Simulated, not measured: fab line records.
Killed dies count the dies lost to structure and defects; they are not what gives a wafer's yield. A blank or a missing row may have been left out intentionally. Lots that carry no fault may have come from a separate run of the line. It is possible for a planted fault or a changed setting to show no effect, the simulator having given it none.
Which tool did it?    flow rit cmos    13 lots with 39 wafers sampled at 2 steps, on a route of 202 steps

## WHAT EACH GAUGE READ, for each wafer
RIT_NWELL_OVL_MEAS_06. Usual: NWELL_OVL gives 0.1 nm (standard deviation 1.5).
lot   measured     on          NWELL_OVL (nm)  flag
L657  day 1 22:28  overlay-02  1.4 2.0 2.6     
L658  day 2 03:41  overlay-01  -0.6 -1.7 -2.0  
L659  day 2 07:41  overlay-01  1.1 0.9 -1.5    
L660  day 2 13:02  overlay-01  1.4 1.2 -0.9    
L661  day 2 17:10  overlay-01  -1.9 -1.5 0.4   
L662  day 3 01:22  overlay-01  -1.6 -1.8 -1.6  
L663  day 3 05:28  overlay-01  2.2 1.0 2.4     
L664  day 3 08:18  overlay-02  - - -           OFF
L668  day 4 03:26  overlay-02  - - -           OFF
L676  day 6 05:14  overlay-01  -0.1 -0.7 -0.2  
L677  day 6 15:23  overlay-02  1.7 -0.4 1.3    
L678  day 6 21:58  overlay-02  -1.4 -1.6 -3.0  
L679  day 7 06:13  overlay-02  0.9 0.5 1.5     

## WHICH TOOL RAN EACH LOT (tool, then ch and the chambers of the sampled wafers, then the start)
lot   RIT_NWELL_EXPOSE_03
L657  iline stepper-01 ch 0, day 1 22:02
L658  iline stepper-02 ch 0, day 2 03:17
L659  iline stepper-02 ch 0, day 2 07:15
L660  iline stepper-02 ch 0, day 2 12:37
L661  iline stepper-01 ch 0, day 2 16:44
L662  iline stepper-02 ch 0, day 3 00:56
L663  iline stepper-01 ch 0, day 3 05:04
L664  iline stepper-01 ch 0, day 3 07:52
L668  iline stepper-01 ch 0, day 4 03:01
L676  iline stepper-02 ch 0, day 6 04:49
L677  iline stepper-02 ch 0, day 6 14:59
L678  iline stepper-02 ch 0, day 6 21:34
L679  iline stepper-02 ch 0, day 7 05:47
- RIT_NWELL_EXPOSE_03: exposes mask M2, target cd 43900 nm.

## AS READ BY THE TOOLS THEMSELVES (means over the sampled wafers that have a number; for cases with no such wafer, the mark the record gives instead)
The record holds no such reading with a usual standard deviation.

## THE ANSWER, worked out from the rows above alone
Rule: a lot is off if the mean of its wafers that have a number lies more than 3 standard deviations from the usual mean. Also off: a lot with no number at a reading for which 4 or more lots have one. The other lots that the step has rows for count as sound. After the gauges, taken in route order, come the tools' own readings; for these a lot's mean is taken, as printed above. At the first step where some lot is off, the reading lying furthest off is the one used; lots without a number count as furthest.
Off: at RIT_NWELL_OVL_MEAS_06 (NWELL_OVL), L664, L668. Without a number there: L664, L668.
A tool fits if, at a process step before that reading, it ran every lot that is off, and no sound lot after the first of them. The gauges at RIT_NWELL_OVL_MEAS_06 are tried like those tools. One candidate fits, namely iline stepper-01 at RIT_NWELL_EXPOSE_03. Its last sound lot is L663 (day 3 05:04), its first lot that is off L664 (day 3 07:52): a fault that began between those two fits.

## WHAT THE SIMULATOR HAD PUT IN
Scanner matching overlay: iline stepper-01, from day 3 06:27 on, at RIT_NWELL_EXPOSE_03. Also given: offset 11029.
Shown lots that were struck: L664, L668. The rule given above showed the same thing.
